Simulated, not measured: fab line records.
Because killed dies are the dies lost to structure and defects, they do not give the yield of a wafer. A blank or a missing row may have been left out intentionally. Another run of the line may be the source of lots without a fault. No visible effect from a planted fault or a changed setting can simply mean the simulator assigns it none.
What tool caused it? | flow rit-cmos | Sampling: 14 lots, 42 wafers, 4 of 202 route steps

WHAT THE GAUGES READ, wafer by wafer
RIT_FOX2_THK_MEAS_01.
lot  | measured    | on            | FOX2_OXIDE_THK (nm)
L917 | day 1 20:09 | film-metro-04 | 350 352 350
L918 | day 2 00:34 | film-metro-04 | 353 348 352
L919 | day 2 04:39 | film-metro-02 | 347 348 349
L920 | day 2 09:25 | film-metro-02 | 341 339 337
L921 | day 2 15:40 | film-metro-03 | 361 356 348
L923 | day 3 02:21 | film-metro-02 | 333 330 333
L924 | day 3 07:20 | film-metro-02 | 349 347 348
L925 | day 3 10:47 | film-metro-02 | 360 357 358
L927 | day 3 20:35 | film-metro-04 | 335 335 339
L931 | day 4 16:30 | film-metro-04 | 386 385 386
L933 | day 5 02:48 | film-metro-03 | 390 389 391
L937 | day 5 22:32 | film-metro-04 | 337 340 343
L938 | day 6 03:28 | film-metro-02 | 355 358 349
L940 | day 6 16:10 | film-metro-04 | 345 346 353

RIT_FOX2_THK_MEAS_90.
lot  | measured    | on            | FIELD_OXIDE_LEFT_1_THK (nm)
L917 | day 1 21:02 | film-metro-04 | 324 325 324
L918 | day 2 01:27 | film-metro-02 | 325 321 324
L919 | day 2 05:32 | film-metro-04 | 320 321 322
L920 | day 2 10:17 | film-metro-04 | 313 312 310
L921 | day 2 16:33 | film-metro-02 | 334 329 321
L923 | day 3 03:59 | film-metro-03 | 306 302 305
L924 | day 3 08:13 | film-metro-03 | 321 320 320
L925 | day 3 11:40 | film-metro-02 | 333 330 331
L927 | day 3 21:28 | film-metro-04 | 308 309 312
L931 | day 4 17:23 | film-metro-03 | 359 358 359
L933 | day 5 03:41 | film-metro-02 | 362 362 364
L937 | day 5 23:24 | film-metro-04 | 310 313 317
L938 | day 6 04:27 | film-metro-02 | 328 330 322
L940 | day 6 17:02 | film-metro-03 | 317 319 325

RIT_FOX2_THK_MEAS_91.
lot  | measured    | on            | FIELD_OXIDE_LEFT_2_THK (nm)
L917 | day 2 09:50 | film-metro-03 | 256 258 256
L918 | day 2 13:56 | film-metro-04 | 257 252 257
L919 | day 2 17:41 | film-metro-02 | 252 254 254
L920 | day 2 22:51 | film-metro-03 | 245 244 242
L921 | day 3 05:01 | film-metro-02 | 266 261 253
L923 | day 3 16:23 | film-metro-04 | 237 234 237
L924 | day 3 20:31 | film-metro-04 | 254 254 254
L925 | day 4 00:25 | film-metro-03 | 264 261 262
L927 | day 4 10:14 | film-metro-03 | 240 240 244
L931 | day 5 05:47 | film-metro-02 | 291 290 291
L933 | day 5 16:14 | film-metro-02 | 293 293 296
L937 | day 6 11:26 | film-metro-02 | 243 245 248
L938 | day 6 16:51 | film-metro-02 | 260 263 254
L940 | day 7 05:23 | film-metro-02 | 250 251 258

TOOL THAT RAN EACH LOT (tool first, then ch and the chambers of the sampled wafers, then the start)
lot  | RIT_FOX2_OXIDATION_00
L917 | furnace-02 ch 0, day 1 18:50
L918 | furnace-02 ch 0, day 1 23:16
L919 | furnace-01 ch 0, day 2 03:19
L920 | furnace-01 ch 0, day 2 08:05
L921 | furnace-02 ch 0, day 2 14:22
L923 | furnace-01 ch 0, day 3 01:02
L924 | furnace-03 ch 0, day 3 06:02
L925 | furnace-02 ch 0, day 3 09:28
L927 | furnace-03 ch 0, day 3 19:16
L931 | furnace-01 ch 0, day 4 15:10
L933 | furnace-01 ch 0, day 5 01:29
L937 | furnace-03 ch 0, day 5 21:13
L938 | furnace-02 ch 0, day 6 02:09
L940 | furnace-03 ch 0, day 6 14:51
- RIT_FOX2_OXIDATION_00: target thk 350.7 nm, ox time 1130 s.

AS READ BY THE TOOLS THEMSELVES (means over the sampled wafers that have a number; for cases with no such wafer, the mark the record gives instead)
RIT_FOX2_OXIDATION_00.
lot  | tool       | spike-tc-centre-C (C) | zone-power-centre-pct (%) | zone-power-source-pct (%)
L917 | furnace-02 | 1103.8                | 53.2                      | 48
L918 | furnace-02 | 1103.3                | 54.3                      | 48
L919 | furnace-01 | 1103.7                | 51.3                      | 36
L920 | furnace-01 | 1104.7                | 51.4                      | 36
L921 | furnace-02 | 1103.7                | 53.7                      | 48
L923 | furnace-01 | 1105.0                | 51.5                      | 36
L924 | furnace-03 | 1100.6                | 55.1                      | 45
L925 | furnace-02 | 1102.7                | 53.7                      | 48
L927 | furnace-03 | 1102.1                | 54.2                      | 44
L931 | furnace-01 | 1105.1                | 51.0                      | 36
L933 | furnace-01 | 1104.4                | 51.8                      | 36
L937 | furnace-03 | 1102.3                | 55.0                      | 45
L938 | furnace-02 | 1103.2                | 53.7                      | 48
L940 | furnace-03 | 1101.3                | 54.3                      | 45

THE ANSWER, worked out from the rows above alone
Rule: usual is defined by the lots themselves. The widest of any qualifying gaps counts: lots, ordered by their means at a reading, are off when they make up no more than a third of the lots, leave a main group of 4 or more, and stand apart from it by 3 or more times the standard deviation of that group's means. A main group whose means are all the same, to the digits that the tables above print for the reading, isn't used. Also off: a lot with no number at a reading for which 4 or more lots have one. Any other lot the step has rows for is counted as sound. The gauges are gone through in route order, then the tools' own readings, and for those a lot's mean is taken as printed above. The first step at which some lot is off is used, and at that step the reading that is off furthest; a lot without a number counts as furthest.
Off: at RIT_FOX2_THK_MEAS_01 (FOX2_OXIDE_THK), L931, L933. The main group has a mean of 347 nm with a standard deviation of 7.8.
If a tool, at a process step before that reading, ran all the lots that are off and no sound lot after the first of them, it fits. Not tried: the gauges at RIT_FOX2_THK_MEAS_01; whatever is off there is also off at RIT_FOX2_THK_MEAS_91, on other tools, and gauge error can't account for it. One fits: RIT_FOX2_OXIDATION_00 on furnace-01. A fault onset in the window from L923 (day 3 01:02, its last sound lot) to L931 (day 4 15:10, its first lot off) fits.

WHAT THE SIMULATOR HAD PUT IN
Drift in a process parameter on furnace-01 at RIT_FOX2_OXIDATION_00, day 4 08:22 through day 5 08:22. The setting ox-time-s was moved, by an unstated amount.
Lots struck among those shown: L931, L933. The rule given above showed the same thing.
